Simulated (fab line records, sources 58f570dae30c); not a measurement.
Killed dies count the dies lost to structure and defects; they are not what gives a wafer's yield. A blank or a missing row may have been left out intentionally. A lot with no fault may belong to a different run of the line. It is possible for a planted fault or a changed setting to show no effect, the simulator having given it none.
Which of the tools did it? ; flow berkeley_cmos170 ; 42 wafers from 14 lots sampled at 5 of the route's 331 steps

WHAT THE GAUGES READ, wafer by wafer
UCB170_PVT_TW_MEAS_09. Usual: for PVT_TW the level is 507.3 and the standard deviation is 2.3.
lot;measured;on;PVT_TW;flag
L659;day 6 02:37;film_metro-01;505.4 506.6 507.8;
L661;day 6 23:52;film_metro-01;509.7 506.7 506.7;
L663;day 7 00:13;film_metro-04;511.3 512.4 510.6;
L662;day 7 00:29;film_metro-04;508.1 509.9 509.2;
L666;day 8 03:20;film_metro-04;510.8 508.9 508.0;
L665;day 8 04:04;film_metro-04;507.3 503.9 506.2;
L667;day 8 04:40;film_metro-04;505.7 508.0 505.9;
L669;day 8 17:04;film_metro-04;30.7 30.5 30.7;OFF
L671;day 9 05:40;film_metro-01;30.7 30.8 30.7;OFF
L674;day 10 01:06;film_metro-04;505.5 507.3 507.0;
L675;day 10 10:37;film_metro-01;509.1 509.9 509.5;
L677;day 10 18:16;film_metro-04;507.4 506.9 506.7;
L679;day 10 18:32;film_metro-01;508.1 508.0 506.0;
L681;day 11 06:04;film_metro-04;505.5 505.3 511.1;

UCB170_V1_THK_MEAS_04. Usual: for V1_POLISHED_THK the level is 1000.1 nm and the standard deviation is 1.1.
lot;measured;on;V1_POLISHED_THK (nm);flag
L659;day 7 23:54;film_metro-04;999.5 1001.5 1000.0;
L661;day 8 17:19;film_metro-02;1001.4 999.2 1001.2;
L663;day 8 18:39;film_metro-01;1002.0 1000.9 1000.6;
L662;day 8 18:38;film_metro-02;1001.1 997.5 1000.0;
L666;day 9 22:35;film_metro-01;999.8 999.2 1000.8;
L665;day 9 20:57;film_metro-04;1000.2 1000.0 999.3;
L667;day 9 22:17;film_metro-04;999.4 998.8 999.9;
L669;day 10 13:37;film_metro-01;1000.5 999.1 999.6;
L671;day 11 03:48;film_metro-04;1000.8 999.4 1000.6;
L674;day 11 15:25;film_metro-04;1000.6 1000.7 1000.0;
L675;day 12 06:50;film_metro-01;999.9 1001.3 1000.0;
L677;day 12 12:03;film_metro-04;1000.1 999.6 1001.7;
L679;day 12 13:22;film_metro-04;998.0 998.9 997.5;
L681;day 13 01:46;film_metro-04;1000.3 1000.9 1001.4;

UCB170_M2_THK_MEAS_03: measures by xrf. Usual: for M2_AL_THK the level is 906 nm and the standard deviation is 11.
lot;measured;on;M2_AL_THK (nm);flag
L659;day 8 02:54;film_metro-03;903 899 894;
L661;day 8 21:28;film_metro-01;908 901 905;
L663;day 8 22:34;film_metro-01;896 893 899;
L662;day 8 21:41;film_metro-04;926 920 917;
L666;day 10 01:14;film_metro-01;895 900 898;
L665;day 9 23:01;film_metro-04;893 901 891;
L667;day 10 01:05;film_metro-03;910 899 905;
L669;day 10 15:53;film_metro-01;888 908 911;
L671;day 11 05:58;film_metro-01;918 922 905;
L674;day 11 17:20;film_metro-03;911 921 919;
L675;day 12 08:55;film_metro-04;902 905 897;
L677;day 12 14:19;film_metro-04;906 901 906;
L679;day 12 15:43;film_metro-03;917 914 898;
L681;day 13 03:47;film_metro-03;922 917 922;

WHICH TOOL RAN EACH LOT (tool, then ch and the chambers of the sampled wafers, then the start)
lot;UCB170_PVT_DEVELOP_05;UCB170_NSD_STRIP_09
L659;litho_track-02 ch 0, day 6 02:00;plasma_asher-03 ch 0,1, day 7 11:31
L661;litho_track-04 ch 0, day 6 23:00;plasma_asher-04 ch 0,1, day 8 05:06
L663;litho_track-03 ch 0, day 6 23:00;plasma_asher-04 ch 0,1, day 8 04:44
L662;litho_track-03 ch 0, day 7 00:00;plasma_asher-03 ch 0,1, day 8 05:00
L666;litho_track-02 ch 0, day 8 02:00;plasma_asher-04 ch 0,1, day 9 10:34
L665;litho_track-02 ch 0, day 8 03:00;plasma_asher-03 ch 1, day 9 10:10
L667;litho_track-03 ch 0, day 8 04:00;plasma_asher-04 ch 0,1, day 9 10:13
L669;litho_track-03 ch 0, day 8 16:00;plasma_asher-04 ch 1, day 10 01:20
L671;litho_track-03 ch 0, day 9 05:00;plasma_asher-02 ch 0,1, day 10 15:33
L674;litho_track-02 ch 0, day 10 00:00;plasma_asher-02 ch 0,1, day 11 04:46
L675;litho_track-04 ch 0, day 10 10:00;plasma_asher-03 ch 0,1, day 11 16:57
L677;litho_track-04 ch 0, day 10 17:00;plasma_asher-02 ch 1, day 12 01:29
L679;litho_track-04 ch 0, day 10 18:00;plasma_asher-02 ch 0, day 12 01:55
L681;litho_track-02 ch 0, day 11 05:00;plasma_asher-03 ch 0,1, day 12 14:22
- UCB170_PVT_DEVELOP_05: develop time 45 s.
- UCB170_NSD_STRIP_09: strips in O2.

WHAT THE TOOLS THEMSELVES READ (means of the sampled wafers that have a number; where no wafer has one, the mark that the record gives instead)
UCB170_PVT_DEVELOP_05. Usual: resist_line_temp_C 22.98 C, standard deviation 0.12.
lot;tool;resist_line_temp_C (C);flag
L659;litho_track-02;23.04;
L661;litho_track-04;23.22;
L663;litho_track-03;22.86;
L662;litho_track-03;22.86;
L666;litho_track-02;22.88;
L665;litho_track-02;22.91;
L667;litho_track-03;22.74;
L669;litho_track-03;22.99;
L671;litho_track-03;23.04;
L674;litho_track-02;22.96;
L675;litho_track-04;22.95;
L677;litho_track-04;23.02;
L679;litho_track-04;22.97;
L681;litho_track-02;23.05;

UCB170_NSD_STRIP_09. Usual: drypump_motor_current_A 5.79 A, standard deviation 0.28; oes_product_au 0.537 a.u., standard deviation 0.0045; strip_time_to_endpoint_s 35.58 s, standard deviation 0.09.
lot;tool;drypump_motor_current_A (A);oes_product_au (a.u.);strip_time_to_endpoint_s (s);flag
L659;plasma_asher-03;5.60;0.538;35.74;
L661;plasma_asher-04;5.93;0.535;35.60;
L663;plasma_asher-04;5.79;0.541;35.60;
L662;plasma_asher-03;5.57;0.538;35.60;
L666;plasma_asher-04;5.92;0.535;35.60;
L665;plasma_asher-03;5.57;0.541;35.65;
L667;plasma_asher-04;5.91;0.535;35.47;
L669;plasma_asher-04;6.06;0.541;35.64;
L671;plasma_asher-02;5.93;0.541;35.63;
L674;plasma_asher-02;6.16;0.540;35.68;
L675;plasma_asher-03;5.60;0.539;35.54;
L677;plasma_asher-02;5.75;0.532;35.76;
L679;plasma_asher-02;6.36;0.539;35.53;
L681;plasma_asher-03;5.60;0.536;35.53;

THE ANSWER, worked out from the rows above alone
Rule: a lot is off if the mean of its wafers that have a number lies more than 3 standard deviations from the usual mean. Also off: a lot with no number at a reading for which 4 or more lots have one. The other lots that the step has rows for count as sound. After the gauges, taken in route order, come the tools' own readings; for these a lot's mean is taken, as printed above. At the first step where some lot is off, the reading lying furthest off is the one used; lots without a number count as furthest.
Off: at UCB170_PVT_TW_MEAS_09 (PVT_TW), L669, L671.
If a tool, at a process step before that reading, ran all the lots that are off and no sound lot after the first of them, it fits. Gauges at UCB170_PVT_TW_MEAS_09: tried the same way as those tools. One fits: UCB170_PVT_DEVELOP_05 on litho_track-03. A fault onset in the window from L667 (day 8 04:00, its last sound lot) to L669 (day 8 16:00, its first lot off) fits.

WHAT THE SIMULATOR HAD PUT IN
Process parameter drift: litho_track-03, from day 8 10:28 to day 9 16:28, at UCB170_PVT_DEVELOP_05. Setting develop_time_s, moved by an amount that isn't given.
Struck lots among those shown: L669, L671. The rule given above showed the same thing.
